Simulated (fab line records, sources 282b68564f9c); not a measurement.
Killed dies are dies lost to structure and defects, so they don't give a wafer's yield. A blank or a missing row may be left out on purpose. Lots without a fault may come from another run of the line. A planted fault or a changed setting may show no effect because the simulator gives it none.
Which tool did it? | flow rit_cmos | 14 lots, 42 wafers sampled, at 3 steps of a route of 202

WHAT THE GAUGES READ, wafer by wafer
RIT_PLDD_TW_MEAS_10. Usual: PLDD_TW 2337, standard deviation 23.
lot  | measured    | on            | PLDD_TW                       | flag
L482 | day 2 21:46 | film_metro-03 | 2372 2360 2370                |
L483 | day 3 00:11 | film_metro-02 | 2313 2311 2298                |
L484 | day 3 05:04 | film_metro-03 | 2356 2367 2388                |
L485 | day 3 11:58 | film_metro-04 | 2323 2344 2341                |
L487 | day 3 21:24 | film_metro-03 | 2372 2368 2359                |
L488 | day 4 03:29 | film_metro-03 | 2355 2360 2351                |
L492 | day 4 22:46 | film_metro-02 | 2287 2280 2303                |
L493 | day 5 04:05 | film_metro-03 | 2361 2362 2360                |
L495 | day 5 13:55 | film_metro-02 | 2602 2586 2592 2592 2584 2588 | OFF
L496 | day 5 21:15 | film_metro-04 | 2627 2630 2621 2622 2626 2621 | OFF
L500 | day 6 16:05 | film_metro-04 | 2349 2341 2348                |
L501 | day 6 19:38 | film_metro-04 | 2355 2352 2343                |
L504 | day 7 12:28 | film_metro-03 | 2362 2357 2362                |
L505 | day 7 20:38 | film_metro-04 | 2327 2314 2328                |

RIT_SDANNEAL_RS_MEAS_06: measures by four-point-probe. Usual: PLDD_RS 178.8 ohm/sq, standard deviation 0.44.
lot  | measured    | on            | PLDD_RS (ohm/sq)                    | flag
L482 | day 3 04:14 | film_metro-03 | 178.2 178.9 178.8                   |
L483 | day 3 06:23 | film_metro-02 | 178.5 179.1 178.8                   |
L484 | day 3 11:32 | film_metro-02 | 178.7 178.8 178.6                   |
L485 | day 3 18:08 | film_metro-03 | 178.9 177.8 178.3                   |
L487 | day 4 03:34 | film_metro-04 | 179.1 179.0 178.7                   |
L488 | day 4 09:45 | film_metro-03 | 178.8 179.9 179.2                   |
L492 | day 5 07:10 | film_metro-03 | 178.7 178.9 178.7                   |
L493 | day 5 11:50 | film_metro-03 | 178.8 178.8 178.7                   |
L495 | day 6 00:22 | film_metro-04 | 156.3 155.7 155.8 156.4 155.9 156.2 | OFF
L496 | day 6 10:25 | film_metro-03 | 156.1 155.7 156.2 156.0 155.8 155.8 | OFF
L500 | day 6 22:31 | film_metro-03 | 178.4 178.8 178.9                   |
L501 | day 7 01:54 | film_metro-03 | 179.5 179.8 179.4                   |
L504 | day 7 18:44 | film_metro-03 | 179.2 179.5 179.5                   |
L505 | day 8 03:05 | film_metro-04 | 178.5 178.3 179.0                   |

WHICH TOOL RAN EACH LOT (tool, then ch and the chambers of the sampled wafers, then the start)
lot  | RIT_PLDD_IMPLANT_08
L482 | implanter-03 ch 0, day 2 21:28
L483 | implanter-03 ch 0, day 2 23:53
L484 | implanter-02 ch 0, day 3 04:44
L485 | implanter-01 ch 0, day 3 11:38
L487 | implanter-02 ch 0, day 3 21:05
L488 | implanter-03 ch 0, day 4 03:09
L492 | implanter-02 ch 0, day 4 22:26
L493 | implanter-03 ch 0, day 5 03:46
L495 | implanter-02 ch 0, day 5 13:35
L496 | implanter-02 ch 0, day 5 20:55
L500 | implanter-01 ch 0, day 6 15:45
L501 | implanter-03 ch 0, day 6 19:19
L504 | implanter-03 ch 0, day 7 12:10
L505 | implanter-03 ch 0, day 7 20:19
- RIT_PLDD_IMPLANT_08

WHAT THE TOOLS THEMSELVES READ (means of the sampled wafers that have a number; where no wafer has one, the mark that the record gives instead)
RIT_PLDD_IMPLANT_08. Usual: dose_ions_cm2 8.999e+14, standard deviation 1.2e+12; end_station_pressure_torr 7.3e-06 Torr, standard deviation 4e-07; faraday_current_uA 2821, standard deviation 52.
lot  | tool         | dose_ions_cm2 | end_station_pressure_torr (Torr) | faraday_current_uA | flag
L482 | implanter-03 | 8.999e+14     | 7.4e-06                          | 2878               |
L483 | implanter-03 | 9.000e+14     | 7.8e-06                          | 2835               |
L484 | implanter-02 | 9.004e+14     | 7.4e-06                          | 2818               |
L485 | implanter-01 | 8.988e+14     | 7.4e-06                          | 2829               |
L487 | implanter-02 | 9.007e+14     | 7.4e-06                          | 2823               |
L488 | implanter-03 | 8.988e+14     | 7.1e-06                          | 2852               |
L492 | implanter-02 | 8.999e+14     | 7.4e-06                          | 2802               |
L493 | implanter-03 | 8.990e+14     | 7.2e-06                          | 2787               |
L495 | implanter-02 | 1.499e+15     | 8.7e-06                          | 4692               | OFF
L496 | implanter-02 | 1.499e+15     | 8.2e-06                          | 4770               | OFF
L500 | implanter-01 | 9.001e+14     | 7.4e-06                          | 2813               |
L501 | implanter-03 | 9.002e+14     | 7.8e-06                          | 2893               |
L504 | implanter-03 | 9.008e+14     | 7.0e-06                          | 2817               |
L505 | implanter-03 | 9.013e+14     | 7.0e-06                          | 2810               |

THE ANSWER, worked out from the rows above alone
Rule: a lot is off if the mean of its wafers that have a number lies more than 3 standard deviations from the usual mean. A lot without any number at a reading at which 4 lots or more have one is off too. The other lots that the step has rows for count as sound. The gauges are gone through in route order, then the tools' own readings, and for those a lot's mean is taken as printed above. The first step at which some lot is off is used, and at that step the reading that is off furthest; a lot without a number counts as furthest.
Off: L495, L496, at RIT_PLDD_TW_MEAS_10 (PLDD_TW).
A tool fits if, at a process step before that reading, it ran every lot that is off, and no sound lot after the first of them. The gauges at RIT_PLDD_TW_MEAS_10 aren't tried: what is off there is off at RIT_PLDD_IMPLANT_08 too, on other tools, and a gauge's error can't cause that. One fits: implanter-02 at RIT_PLDD_IMPLANT_08. Its last sound lot is L492 (day 4 22:26), its first lot that is off L495 (day 5 13:35): a fault that began between those two fits.
The tool's own readings at RIT_PLDD_IMPLANT_08 bear it out: on the lots that are off they differ by more than 5 times the standard deviation of the sound lots' means. dose_ions_cm2 reads 1.499e+15 there against 9.000e+14 on the sound lots; faraday_current_uA reads 4731 there against 2830 on the sound lots.

WHAT THE SIMULATOR HAD PUT IN
Process parameter drift: implanter-02, from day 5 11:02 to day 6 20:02, at RIT_PLDD_IMPLANT_08. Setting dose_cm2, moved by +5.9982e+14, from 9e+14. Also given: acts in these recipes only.
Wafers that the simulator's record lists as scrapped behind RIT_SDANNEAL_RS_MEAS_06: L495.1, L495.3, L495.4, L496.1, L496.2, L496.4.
Lots struck among those shown: L495, L496. The rule above found the same.
